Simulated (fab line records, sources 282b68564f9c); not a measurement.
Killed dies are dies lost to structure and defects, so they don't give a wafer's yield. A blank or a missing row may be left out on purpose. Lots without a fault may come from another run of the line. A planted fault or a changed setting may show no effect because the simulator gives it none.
fab line records | flow rit_cmos
record lots=7 wafers=21 last_day=7
route steps=202 shown CONTACT@170 M1@202
lots that met no fault: from a run of the same line without faults
start_h: hours from the record's first day to the start of the lot's first wafer shown | wait_h: hours since the lot's step before | " the same as in the row above | L1.1+2: a row that stands for several wafers | - no value, or no start given | * or withheld: withheld | < > ~ a bound
route shown NAME@n: a module of which the file shows steps, and the number in the route of the first | usual: mean/standard deviation of fault-free wafers | same: alike in all rows | chamber/n: place in a boat | sites: the reading at each site | _std_site: their standard deviation | _edge_site: outer sites' mean less inner sites' | radius_mm: how far each site lies from the wafer's centre | mask NAME#n: copy n | behind: the tool/chamber that last shaped the wafer | hold: why the lot was held/for how many hours/how that ended | device: the transistor (n, p or np) that didn't switch | end of line: the same wafers' tests at the end of the route | a step without rows: its recipe alone | killed: dies lost to structure and defects at the first sort, not the wafer's yield | map: a wafer's dies, x killed, . not, _ none there
set.NAME: the setting as run; set.NAME@STEP: as run at that earlier step | model.NAME: the simulator's own value behind a step, which no gauge read
lots at some steps of the route; a table a step, a row a wafer
services: from which hour (start_h, from the record's first day; less than 0 if before it) a tool's chamber was out of use, for how many hours, and why
## steps
# step RIT_CONTACT_HMDS_02
# recipe prime_time_s=60 prime_temp_c=140
# step RIT_CONTACT_COAT_03
# recipe resist=NOVOLAK spin_rpm=3250 resist_thk_nm=1000
# step RIT_CONTACT_SOFTBAKE_04
# recipe resist=NOVOLAK temp_c=90 time_s=60
# step RIT_CONTACT_EXPOSE_05
# recipe mask_id=M11 na=0.6 source_shape=conventional sigma_outer=0.5 target_cd_nm=1000 dose_mj=250
# step RIT_CONTACT_PEB_06
# recipe resist=NOVOLAK temp_c=withheld time_s=withheld
# step RIT_CONTACT_DEVELOP_07
# recipe resist=NOVOLAK develop_time_s=120 dev_temp_c=23
# step RIT_CONTACT_CD_MEAS_08
# recipe target_cd_nm=1000
# usual cd_nm=1000.3/2.5
# columns lot.wafer tool chamber start_h wait_h cd_nm
L890.3 cd_sem-02 - 61.63 - 999.9
L890.5 " - " " 1001.2
L890.6 " - " " 1001.5
L893.2 cd_sem-02 - 74.24 - 995.5
L893.4 " - " " 996.7
L893.5 " - " " 997.9
L894.1 cd_sem-02 - 80.98 - 999.3
L894.2 " - " " 999.7
L894.6 " - " " 999.2
L895.1 cd_sem-02 - 84.90 - 1001.7
L895.2 " - " " 999.5
L895.5 " - " " 1000.9
L904.2 cd_sem-01 - 143.37 - 995.2
L904.4 " - " " 994.5
L904.6 " - " " 995.5
L905.3 cd_sem-01 - 148.78 - 999.7
L905.5 " - " " 999.8
L905.6 " - " " 999.8
L910.1 cd_sem-02 - 168.37 - 1003.8
L910.3 " - " " 1000.6
L910.5 " - " " 1002.8
# step RIT_CONTACT_OVL_MEAS_09
# usual CONTACT_OVL=-0.5/1.6
# columns lot.wafer tool chamber start_h wait_h CONTACT_OVL[nm]
L890.3 overlay-02 - 61.72 0.1 -0.6
L890.5 " - " " 1.0
L890.6 " - " " -1.0
L893.2 overlay-01 - 74.35 0.1 0.7
L893.4 " - " " -0.1
L893.5 " - " " 0.7
L894.1 overlay-01 - 81.10 0.1 1.1
L894.2 " - " " 1.5
L894.6 " - " " 1.9
L895.1 overlay-01 - 85.02 0.1 -2.5
L895.2 " - " " -1.0
L895.5 " - " " -3.0
L904.2 overlay-01 - 143.47 0.1 -2.1
L904.4 " - " " -0.3
L904.6 " - " " -0.2
L905.3 overlay-01 - 148.87 0.1 -0.4
L905.5 " - " " -1.5
L905.6 " - " " -0.6
L910.1 overlay-01 - 168.49 0.1 0.9
L910.3 " - " " 0.6
L910.5 " - " " 1.4
# step RIT_CONTACT_HARDBAKE_10
# recipe resist=NOVOLAK temp_c=140 time_s=60
# step RIT_CONTACT_ETCH_11
# recipe target_depth_a=4800 over_etch_frac=0.2 stop_on=TiSi2 chemistry=CHF3/CF4/Ar target=SiO2 CHF3_flow_sccm=50 cf4_flow_sccm=10 Ar_flow_sccm=100 O2_flow_sccm=5 pressure_mtorr=100 rf_w=200 time_s=310.5
# usual drypump_motor_current_A=5.6/0.37 oes_product_au=0.988/0.016 throttle_valve_pct=8.89/0.1
# columns lot.wafer tool chamber start_h wait_h drypump_motor_current_A oes_product_au rf_hours_counter_h throttle_valve_pct
L890.3 rie_diel-01 2 61.89 0.1 5.7 0.974 171 8.92
L890.5 " 1 " " 5.9 0.973 - 8.65
L890.6 " 0 " " 5.0 1.013 - 8.88
L893.2 rie_diel-01 1 74.53 0.1 5.9 0.969 11 8.65
L893.4 " 3 " " 5.8 0.981 - 8.97
L893.5 " 0 " " 5.0 1.009 - 8.90
L894.1 rie_diel-01 3 81.40 0.1 5.8 0.978 123 8.98
L894.2 " 1 " " 5.9 0.975 11 8.65
L894.6 " 1 " " 5.9 0.963 - 8.66
L895.1 rie_diel-04 3 85.20 0.1 5.6 0.961 8 8.98
L895.2 " 2 " " 5.6 0.998 30 8.93
L895.5 " 1 " " 5.0 0.993 - 8.94
L904.2 rie_diel-03 3 143.78 0.1 6.0 0.987 110 8.82
L904.4 " 0 " " 6.2 1.007 111 8.87
L904.6 " 3 " " 6.0 0.984 - 8.82
L905.3 rie_diel-04 2 149.40 0.1 5.6 1.001 32 8.94
L905.5 " 1 " " 5.0 1.003 - 8.94
L905.6 " 2 " " 5.6 0.993 - 8.93
L910.1 rie_diel-04 2 168.75 0.1 5.6 0.996 32 8.93
L910.3 " 0 " " 5.7 0.993 57 8.98
L910.5 " 2 " " 5.6 1.006 - 8.94
# step RIT_CONTACT_STRIP_12
# recipe chemistry=O2 time_s=180 resist=NOVOLAK platen_temp_c=withheld power_w=500 pressure_mtorr=4000 o2_flow_sccm=4000
# usual drypump_motor_current_A=5.8/0.47
# columns lot.wafer tool chamber start_h wait_h drypump_motor_current_A rf_hours_counter_h
L890.3 plasma_asher-01 1 62.15 0.2 5.5 -
L890.5 " 0 " " 5.8 -
L890.6 " 1 " " 5.5 -
L893.2 plasma_asher-02 0 74.73 0.1 6.6 45
L893.4 " 0 " " 6.6 -
L893.5 " 1 " " 6.3 -
L894.1 plasma_asher-01 0 81.60 0.1 5.8 46
L894.2 " 1 " " 5.5 46
L894.6 " 1 " " 5.5 -
L895.1 plasma_asher-01 1 85.40 0.1 5.5 47
L895.2 " 0 " " 5.8 47
L895.5 " 0 " " 5.8 -
L904.2 plasma_asher-02 0 143.97 0.1 6.6 51
L904.4 " 1 " " 6.3 -
L904.6 " 1 " " 6.3 -
L905.3 plasma_asher-01 1 149.65 0.2 5.5 -
L905.5 " 1 " " 5.5 -
L905.6 " 0 " " 5.8 -
L910.1 plasma_asher-04 1 168.95 0.1 5.2 50
L910.3 " 0 " " 5.3 -
L910.5 " 0 " " 5.3 -
# step RIT_CONTACT_CD_MEAS_90
# recipe target_cd_nm=1000
# usual cd_nm=1000.1/2.5
# columns lot.wafer tool chamber start_h wait_h cd_nm
L890.3 cd_sem-01 - 62.30 0.1 1000.1
L890.5 " - " " 1001.2
L890.6 " - " " 1001.4
L893.2 cd_sem-01 - 74.92 0.1 995.6
L893.4 " - " " 996.9
L893.5 " - " " 997.6
L894.1 cd_sem-02 - 81.77 0.1 999.2
L894.2 " - " " 999.8
L894.6 " - " " 999.3
L895.1 cd_sem-02 - 85.57 0.1 1001.2
L895.2 " - " " 999.5
L895.5 " - " " 1000.7
L904.2 cd_sem-02 - 144.17 0.1 994.8
L904.4 " - " " 994.1
L904.6 " - " " 995.5
L905.3 cd_sem-01 - 149.81 0.1 999.6
L905.5 " - " " 999.6
L905.6 " - " " 999.3
L910.1 cd_sem-02 - 169.12 0.1 1003.5
L910.3 " - " " 1000.2
L910.5 " - " " 1002.3
# step RIT_CONTACT_CLEAN_13
# recipe chemistry=SC1 mix=3:3:50 time_s=600 temp_c=75
# usual bath_guard_temp_C=75.1/0.5 bath_heat_duty_pct=15.1/1.5
# columns lot.wafer tool chamber start_h wait_h bath_guard_temp_C bath_heat_duty_pct
L890.3 wet_bench-01 3 62.38 0.1 75.3 14.2
L890.5 " 3 " " 75.3 13.7
L890.6 " 3 " " 75.6 14.2
L893.2 wet_bench-01 3 75.02 0.1 - -
L893.4 " 3 " " - -
L893.5 " 3 " " - -
L894.1 wet_bench-04 3 81.89 0.1 - -
L894.2 " 3 " " - -
L894.6 " 3 " " - -
L895.1 wet_bench-03 2 85.69 0.1 - -
L895.2 " 2 " " - -
L895.5 " 2 " " - -
L904.2 wet_bench-01 1 144.27 0.1 74.5 13.6
L904.4 " 1 " " 74.5 14.1
L904.6 " 1 " " 74.7 12.6
L905.3 wet_bench-04 0 149.89 0.1 74.7 16.3
L905.5 " 0 " " 74.3 16.9
L905.6 " 0 " " 74.4 17.6
L910.1 wet_bench-01 2 169.24 0.1 75.4 15.5
L910.3 " 2 " " 75.6 15.4
L910.5 " 2 " " 75.5 15.6
# step RIT_CONTACT_CLEAN_14
# recipe chemistry=SC2 mix=3:3:50 time_s=600 temp_c=75 dry=n2_spin
# step RIT_M1_PROBE_99
# usual killed_at_front_end=6.6/2.9 killed_dies=6.7/3 killed_open=3.5/2.1 killed_short=3.2/1.8
# same gross_dies=264 killed_at_M0_to_M3=0 killed_at_M4_up=0 killed_at_back_side=0 killed_at_contacts=0 killed_at_other=0
# columns lot.wafer tool chamber start_h wait_h killed_at_front_end killed_dies killed_open killed_short
L890.3 prober-01 - 66.99 0.2 12 12 3 9
L890.5 prober-01 - 67.09 0.2 4 4 1 3
L890.6 prober-01 - 67.14 0.2 3 3 2 1
L893.2 prober-01 - 79.56 0.1 14 14 9 5
L893.4 prober-01 - 79.66 0.2 10 10 6 4
L893.5 prober-01 - 79.71 0.2 9 9 9 0
L895.1 prober-01 - 90.19 0.1 3 3 1 2
L895.2 prober-01 - 90.24 0.1 3 3 1 2
L895.5 prober-01 - 90.39 0.2 3 3 1 2
L904.2 prober-02 - 148.73 0.1 7 7 6 1
L904.4 prober-02 - 148.83 0.2 7 7 3 4
L904.6 prober-02 - 148.93 0.2 6 6 4 2
L905.3 prober-02 - 154.37 0.2 4 4 1 3
L905.5 prober-02 - 154.47 0.2 8 8 4 4
L905.6 prober-02 - 154.52 0.2 6 6 4 2
L910.1 prober-01 - 174.16 0.1 7 7 4 3
L910.3 prober-01 - 174.26 0.2 5 5 1 4
L910.5 prober-01 - 174.36 0.2 4 4 4 0
# killed by level:class
L890.3 GATE:geometric_particle:short=5 GATE:geometric_particle:open=3 SILICIDE:geometric_particle:short=3 SPACER:geometric_particle:short=1
L890.5 REOX:geometric_particle:short=2 GATE:geometric_particle:short=1 SPACER:geometric_particle:open=1
L890.6 FOX1:geometric_particle:open=1 GATE:geometric_particle:open=1 SILICIDE:geometric_particle:short=1
L893.2 GATE:geometric_particle:open=3 SPACER:geometric_particle:open=3 SILICIDE:geometric_particle:open=3 REOX:geometric_particle:short=2 FOX1:geometric_particle:short=1 GATE:geometric_particle:short=1 SILICIDE:geometric_particle:short=1
L893.4 FOX1:geometric_particle:open=3 GATE:geometric_particle:open=2 SILICIDE:geometric_particle:short=2 FOX1:geometric_particle:short=1 SPACER:geometric_particle:short=1 SILICIDE:geometric_particle:open=1
L893.5 SILICIDE:geometric_particle:open=3 FOX2:geometric_particle:open=2 REOX:geometric_particle:open=2 GATE:geometric_particle:open=1 SPACER:geometric_particle:open=1
L895.1 GATE:geometric_particle:open=1 REOX:geometric_particle:short=1 SPACER:geometric_particle:short=1
L895.2 FOX2:geometric_particle:open=1 GATE:geometric_particle:short=1 SILICIDE:geometric_particle:short=1
L895.5 GATE:geometric_particle:short=2 GATE:geometric_particle:open=1
L904.2 SPACER:geometric_particle:open=3 FOX2:geometric_particle:open=2 FOX2:geometric_particle:short=1 SILICIDE:geometric_particle:open=1
L904.4 GATE:geometric_particle:short=2 GATE:geometric_particle:open=2 FOX1:geometric_particle:short=1 SPACER:geometric_particle:open=1 SILICIDE:geometric_particle:short=1
L904.6 FOX1:geometric_particle:short=2 GATE:geometric_particle:open=2 REOX:geometric_particle:open=1 SILICIDE:geometric_particle:open=1
L905.3 GATE:geometric_particle:short=1 GATE:geometric_particle:open=1 REOX:geometric_particle:short=1 SPACER:geometric_particle:short=1
L905.5 FOX1:geometric_particle:short=2 SILICIDE:geometric_particle:open=2 GATE:geometric_particle:open=1 GATE:geometric_particle:short=1 SPACER:geometric_particle:open=1 SPACER:geometric_particle:short=1
L905.6 GATE:geometric_particle:open=3 REOX:geometric_particle:open=1 SPACER:geometric_particle:short=1 SILICIDE:geometric_particle:short=1
L910.1 GATE:geometric_particle:open=4 GATE:geometric_particle:short=3
L910.3 FOX2:geometric_particle:short=1 GATE:geometric_particle:short=1 SPACER:geometric_particle:short=1 SPACER:geometric_particle:open=1 SILICIDE:geometric_particle:short=1
L910.5 FOX2:geometric_particle:open=1 GATE:geometric_particle:open=1 SPACER:geometric_particle:open=1 SILICIDE:geometric_particle:open=1
## services
# columns tool chamber start_h hours kind
plasma_asher-02 - 39.68 0.8 repair
rie_diel-03 2 51.93 - clean
rie_diel-03 2 51.93 17.4 scheduled_down
rie_diel-03 2 51.93 17.4 vent_cycle
rie_diel-01 2 64.04 10.2 repair
rie_diel-01 2 74.24 - clean
rie_diel-01 2 74.24 33.3 scheduled_down
rie_diel-01 2 74.24 33.3 vent_cycle
rie_diel-03 2 81.55 8.1 repair
rie_diel-04 - 90.44 2.9 repair
rie_diel-03 1 104.77 2.6 repair
plasma_asher-01 - 108.75 9.0 pm
plasma_asher-01 0 108.75 9.0 vent_cycle
plasma_asher-01 1 108.75 9.0 vent_cycle
plasma_asher-02 - 111.76 0.5 repair
plasma_asher-01 0 117.75 - clean
plasma_asher-01 1 117.75 - clean
plasma_asher-02 - 127.91 2.8 pm
rie_diel-03 1 134.34 5.9 repair
rie_diel-04 3 147.36 4.4 repair
rie_diel-03 2 161.99 16.0 repair
## key
first_sign step=RIT_CONTACT_CLEAN_13 reading=tool_record direction=missing
effect none on later readings
met_at RIT_CONTACT_CLEAN_13
struck_wafers L893.2,L893.4,L893.5,L894.1,L894.2,L894.6,L895.1,L895.2,L895.5
tester_left_out L893,L894,L895
onset_between 62.38 75.02
fault kind=skipped_step_whole tool=wet_bench-01,wet_bench-03,wet_bench-04 chamber=- onset_h=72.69 steps=RIT_CONTACT_CLEAN_13 scope=struck_lots_only
# tester_left_out: of these lots the tester's yield and bins aren't shown, on N5 and GAA mostly nor the transistor test; their killed dies are dies lost to structure and defects alone, not to doping, threshold or leakage, so they don't give the yield
